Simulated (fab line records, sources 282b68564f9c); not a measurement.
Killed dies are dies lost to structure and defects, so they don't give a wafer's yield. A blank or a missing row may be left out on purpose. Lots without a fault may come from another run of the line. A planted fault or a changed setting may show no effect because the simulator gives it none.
fab line records | flow rit_cmos
record lots=5 wafers=15 last_day=4
route steps=202 shown SPACER@129 NSD@131
lots that met no fault: from a run of the same line without faults
start_h: hours from the record's first day to the start of the lot's first wafer shown | wait_h: hours since the lot's step before | " the same as in the row above | L1.1+2: a row that stands for several wafers | - no value, or no start given | * or withheld: withheld | < > ~ a bound
route shown NAME@n: a module of which the file shows steps, and the number in the route of the first | usual: mean/standard deviation of fault-free wafers | same: alike in all rows | chamber/n: place in a boat | sites: the reading at each site | _std_site: their standard deviation | _edge_site: outer sites' mean less inner sites' | radius_mm: how far each site lies from the wafer's centre | mask NAME#n: copy n | behind: the tool/chamber that last shaped the wafer | hold: why the lot was held/for how many hours/how that ended | device: the transistor (n, p or np) that didn't switch | end of line: the same wafers' tests at the end of the route | a step without rows: its recipe alone | killed: dies lost to structure and defects at the first sort, not the wafer's yield | map: a wafer's dies, x killed, . not, _ none there
set.NAME: the setting as run; set.NAME@STEP: as run at that earlier step | model.NAME: the simulator's own value behind a step, which no gauge read
lots at some steps of the route; a table a step, a row a wafer
services: from which hour (start_h, from the record's first day; less than 0 if before it) a tool's chamber was out of use, for how many hours, and why
## steps
# step RIT_SPACER_THK_MEAS_04
# recipe reads=Si3N4_of_SPACER_CVD_03
# usual SPACER_NITRIDE_THK=250.1/2.5
# columns lot.wafer tool chamber start_h wait_h SPACER_NITRIDE_THK[nm]
L074.3 film_metro-01 - 45.56 0.0 250.0
L074.4 " - " " 250.4
L074.6 " - " " 249.4
L077.1 film_metro-01 - 63.18 0.0 248.5
L077.2 " - " " 248.0
L077.3 " - " " 248.7
L079.2 film_metro-02 - 70.92 0.0 248.0
L079.4 " - " " 248.4
L079.6 " - " " 246.9
L081.1 film_metro-04 - 80.05 0.0 256.9
L081.2 " - " " 257.2
L081.6 " - " " 258.3
L082.3 film_metro-01 - 86.96 0.0 249.6
L082.4 " - " " 248.8
L082.6 " - " " 248.7
# step RIT_SPACER_ETCHBACK_05
# recipe target_depth_a=2500 SF6_flow_sccm=30 CHF3_flow_sccm=30 target=Si3N4 chemistry=SF6/CHF3 pressure_mtorr=40 rf_w=250 time_s=229.5 stop_on=SiO2
# usual drypump_motor_current_A=5.5/0.53 oes_product_au=0.871/0.016 throttle_valve_pct=10.37/0.16
# columns lot.wafer tool chamber start_h wait_h drypump_motor_current_A oes_product_au rf_hours_counter_h throttle_valve_pct
L074.3 rie_diel-04 1 45.60 0.0 6.5 0.871 117 10.60
L074.4 " 3 " " 4.9 0.886 106 10.48
L074.6 " 2 " " 5.7 0.873 - 10.24
L077.1 rie_diel-04 3 63.24 0.1 4.9 0.879 106 10.49
L077.2 " 0 " " 5.5 0.856 91 10.54
L077.3 " 2 " " 5.7 0.876 131 10.25
L079.2 rie_diel-01 0 70.97 0.0 5.9 0.898 112 10.42
L079.4 " 3 " " 4.8 0.859 25 10.45
L079.6 " 3 " " 4.8 0.857 - 10.45
L081.1 rie_diel-04 0 80.11 0.1 5.5 0.883 92 10.56
L081.2 " 3 " " 4.9 0.887 106 10.50
L081.6 " 1 " " 6.4 0.888 - 10.60
L082.3 rie_diel-04 2 87.00 0.0 5.7 0.873 131 10.26
L082.4 " 3 " " 4.9 0.879 106 10.48
L082.6 " 1 " " 6.5 0.857 - 10.59
# step RIT_NSD_HMDS_00
# recipe prime_time_s=60 prime_temp_c=140
# same prime_time_s=60
# columns lot.wafer tool chamber start_h wait_h
L074.3+4+6 litho_track-04 0 45.80 0.1
L077.1+2+3 litho_track-04 0 63.39 0.1
L079.2+4+6 litho_track-02 0 71.15 0.1
L081.1+2+6 litho_track-02 0 80.26 0.1
L082.3+4+6 litho_track-02 0 87.20 0.1
# step RIT_NSD_COAT_01
# recipe resist=NOVOLAK spin_rpm=3250 resist_thk_nm=1000
# usual spin_speed_rpm=3250.2/2
# columns lot.wafer tool chamber start_h wait_h spin_speed_rpm
L074.3 litho_track-04 0 45.95 0.1 3248.5
L074.4 " 0 " " 3249.8
L074.6 " 0 " " 3247.8
L077.1 litho_track-04 0 63.54 0.1 3251.5
L077.2 " 0 " " 3250.7
L077.3 " 0 " " 3250.4
L079.2 litho_track-02 0 71.30 0.1 3251.6
L079.4 " 0 " " 3252.4
L079.6 " 0 " " 3249.4
L081.1 litho_track-02 0 80.41 0.1 3251.7
L081.2 " 0 " " 3250.3
L081.6 " 0 " " 3253.3
L082.3 litho_track-02 0 87.35 0.1 3248.3
L082.4 " 0 " " 3247.0
L082.6 " 0 " " 3248.8
# step RIT_NSD_SOFTBAKE_02
# recipe resist=NOVOLAK temp_c=90 time_s=60
# usual heater_power_total_W=34.56/0.048
# columns lot.wafer tool chamber start_h wait_h heater_power_total_W
L074.3 litho_track-04 0 46.10 0.1 34.49
L074.4 " 0 " " 34.57
L074.6 " 0 " " 34.55
L077.1 litho_track-04 0 63.69 0.1 34.54
L077.2 " 0 " " 34.48
L077.3 " 0 " " 34.61
L079.2 litho_track-02 0 71.45 0.1 34.51
L079.4 " 0 " " 34.54
L079.6 " 0 " " 34.57
L081.1 litho_track-02 0 80.56 0.1 34.48
L081.2 " 0 " " 34.53
L081.6 " 0 " " 34.56
L082.3 litho_track-02 0 87.50 0.1 34.52
L082.4 " 0 " " 34.64
L082.6 " 0 " " 34.60
# step RIT_NSD_EXPOSE_03
# recipe mask_id=M9 na=0.57 target_cd_nm=40700 dose_mj=250
# usual focus_offset_nm=0.0/0.53
# columns lot.wafer tool chamber start_h wait_h mask focus_offset_nm
L074.3 iline_stepper-02 0 46.24 0.1 M9#0 -0.3
L074.4 " 0 " " M9#0 -0.7
L074.6 " 0 " " M9#0 -0.3
L077.1 iline_stepper-02 0 63.96 0.2 M9#0 -0.2
L077.2 " 0 " " M9#0 -0.3
L077.3 " 0 " " M9#0 0.1
L079.2 iline_stepper-02 0 71.60 0.1 M9#0 0.2
L079.4 " 0 " " M9#0 -0.6
L079.6 " 0 " " M9#0 0.1
L081.1 iline_stepper-01 0 80.71 0.1 M9#0 -0.5
L081.2 " 0 " " M9#0 -0.2
L081.6 " 0 " " M9#0 -0.7
L082.3 iline_stepper-01 0 87.64 0.1 M9#0 -0.2
L082.4 " 0 " " M9#0 -0.1
L082.6 " 0 " " M9#0 0.6
# step RIT_NSD_PEB_04
# recipe resist=NOVOLAK temp_c=withheld time_s=withheld
# columns lot.wafer tool chamber start_h wait_h
L074.3+4+6 litho_track-02 0 46.36 0.1
L077.1+2+3 litho_track-03 0 64.08 0.1
L079.2+4+6 litho_track-03 0 71.90 0.3
L081.1+2+6 litho_track-04 0 80.83 0.1
L082.3+4+6 litho_track-04 0 87.77 0.1
## services
# columns tool chamber start_h hours kind
iline_stepper-02 - 34.93 1.7 pm
rie_diel-04 0 70.20 2.9 repair
## key
fault none
